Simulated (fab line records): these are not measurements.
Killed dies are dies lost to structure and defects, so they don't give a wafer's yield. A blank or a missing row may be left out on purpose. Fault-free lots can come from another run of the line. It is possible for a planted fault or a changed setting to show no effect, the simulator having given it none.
What tool caused it? :: flow rit-cmos :: Sampling: 14 lots, 42 wafers, 2 of 202 route steps

WHAT EACH GAUGE READ, for each wafer
RIT_SDANNEAL_RS_MEAS_04: measures by four-point-probe. Usual: PSD_RS 115.82 ohm/sq, standard deviation 0.29.
lot: L215
measured: day 3 12:18
on: film-metro-01
PSD_RS (ohm/sq): 115.73 116.03 116.03
flag: 

lot: L216
measured: day 3 16:55
on: film-metro-04
PSD_RS (ohm/sq): 115.23 115.83 115.80
flag: 

lot: L217
measured: day 3 18:37
on: film-metro-04
PSD_RS (ohm/sq): 115.99 115.93 115.79
flag: 

lot: L218
measured: day 4 02:22
on: film-metro-04
PSD_RS (ohm/sq): 116.41 115.95 116.64
flag: 

lot: L220
measured: day 4 10:04
on: film-metro-04
PSD_RS (ohm/sq): 115.50 115.65 115.47
flag: 

lot: L221
measured: day 4 13:20
on: film-metro-04
PSD_RS (ohm/sq): 115.86 115.84 115.42
flag: 

lot: L222
measured: day 4 22:26
on: film-metro-03
PSD_RS (ohm/sq): 115.84 116.06 115.79
flag: 

lot: L224
measured: day 5 07:53
on: film-metro-04
PSD_RS (ohm/sq): 115.75 115.63 115.89
flag: 

lot: L226
measured: day 5 18:58
on: film-metro-01
PSD_RS (ohm/sq): 120.34 120.49 120.58
flag: OFF

lot: L229
measured: day 6 06:11
on: film-metro-03
PSD_RS (ohm/sq): 120.23 120.24 120.13
flag: OFF

lot: L231
measured: day 6 15:37
on: film-metro-04
PSD_RS (ohm/sq): 115.34 115.64 115.22
flag: 

lot: L234
measured: day 7 10:50
on: film-metro-01
PSD_RS (ohm/sq): 116.22 116.02 116.21
flag: 

lot: L235
measured: day 7 12:32
on: film-metro-01
PSD_RS (ohm/sq): 115.71 115.70 115.48
flag: 

lot: L237
measured: day 7 22:04
on: film-metro-04
PSD_RS (ohm/sq): 115.68 115.34 115.72
flag: 

EACH LOT AND THE TOOL THAT RAN IT (in order: tool; ch and the chambers of the sampled wafers; start)
lot: L215
RIT_PSD_IMPLANT_08: implanter-02 ch 0, day 3 11:29

lot: L216
RIT_PSD_IMPLANT_08: implanter-03 ch 0, day 3 16:06

lot: L217
RIT_PSD_IMPLANT_08: implanter-03 ch 0, day 3 17:47

lot: L218
RIT_PSD_IMPLANT_08: implanter-03 ch 0, day 4 01:32

lot: L220
RIT_PSD_IMPLANT_08: implanter-03 ch 0, day 4 09:14

lot: L221
RIT_PSD_IMPLANT_08: implanter-01 ch 0, day 4 12:30

lot: L222
RIT_PSD_IMPLANT_08: implanter-01 ch 0, day 4 21:38

lot: L224
RIT_PSD_IMPLANT_08: implanter-01 ch 0, day 5 07:04

lot: L226
RIT_PSD_IMPLANT_08: implanter-03 ch 0, day 5 18:10

lot: L229
RIT_PSD_IMPLANT_08: implanter-03 ch 0, day 6 05:22

lot: L231
RIT_PSD_IMPLANT_08: implanter-01 ch 0, day 6 14:48

lot: L234
RIT_PSD_IMPLANT_08: implanter-01 ch 0, day 7 09:59

lot: L235
RIT_PSD_IMPLANT_08: implanter-02 ch 0, day 7 11:43

lot: L237
RIT_PSD_IMPLANT_08: implanter-01 ch 0, day 7 21:13
- RIT_PSD_IMPLANT_08

WHAT THE TOOLS THEMSELVES READ (means of the sampled wafers that have a number; where no wafer has one, the mark that the record gives instead)
RIT_PSD_IMPLANT_08. Usual: beam-energy-keV at 26.999, with a standard deviation of 0.0087.
lot: L215
tool: implanter-02
beam-energy-keV: 26.996
flag: 

lot: L216
tool: implanter-03
beam-energy-keV: 26.998
flag: 

lot: L217
tool: implanter-03
beam-energy-keV: 26.992
flag: 

lot: L218
tool: implanter-03
beam-energy-keV: 27.013
flag: 

lot: L220
tool: implanter-03
beam-energy-keV: 27.008
flag: 

lot: L221
tool: implanter-01
beam-energy-keV: 27.002
flag: 

lot: L222
tool: implanter-01
beam-energy-keV: 26.993
flag: 

lot: L224
tool: implanter-01
beam-energy-keV: 26.987
flag: 

lot: L226
tool: implanter-03
beam-energy-keV: 25.116
flag: OFF

lot: L229
tool: implanter-03
beam-energy-keV: 25.103
flag: OFF

lot: L231
tool: implanter-01
beam-energy-keV: 26.999
flag: 

lot: L234
tool: implanter-01
beam-energy-keV: 27.009
flag: 

lot: L235
tool: implanter-02
beam-energy-keV: 27.001
flag: 

lot: L237
tool: implanter-01
beam-energy-keV: 27.003
flag: 

THE ANSWER, worked out from the rows above alone
Rule: a lot counts as off when the mean over its wafers that have a number is more than 3 standard deviations away from the usual mean. A lot without any number at a reading at which 4 lots or more have one is off too. Any other lot the step has rows for is counted as sound. First the gauges in route order, then the tools' own readings, where a lot's mean is used as printed above. The first step at which some lot is off is used, and at that step the reading that is off furthest; a lot without a number counts as furthest.
Off: L226, L229, at RIT_SDANNEAL_RS_MEAS_04 (PSD_RS).
A tool fits if, at a process step before that reading, it ran every lot that is off, and no sound lot after the first of them. The gauges at RIT_SDANNEAL_RS_MEAS_04 aren't tried: what is off there is off at RIT_PSD_IMPLANT_08 too, on other tools, and a gauge's error can't cause that. One candidate fits, namely implanter-03 at RIT_PSD_IMPLANT_08. Its last sound lot is L220 (day 4 09:14), its first lot that is off L226 (day 5 18:10): a fault that began between those two fits.
On the lots that are off, the tool's own readings at RIT_PSD_IMPLANT_08 differ by more than 5 times the standard deviation of the sound lots' means, which bears it out; beam-energy-keV reads 25.110 there versus 27.000 on the sound lots.

WHAT THE SIMULATOR PUT IN
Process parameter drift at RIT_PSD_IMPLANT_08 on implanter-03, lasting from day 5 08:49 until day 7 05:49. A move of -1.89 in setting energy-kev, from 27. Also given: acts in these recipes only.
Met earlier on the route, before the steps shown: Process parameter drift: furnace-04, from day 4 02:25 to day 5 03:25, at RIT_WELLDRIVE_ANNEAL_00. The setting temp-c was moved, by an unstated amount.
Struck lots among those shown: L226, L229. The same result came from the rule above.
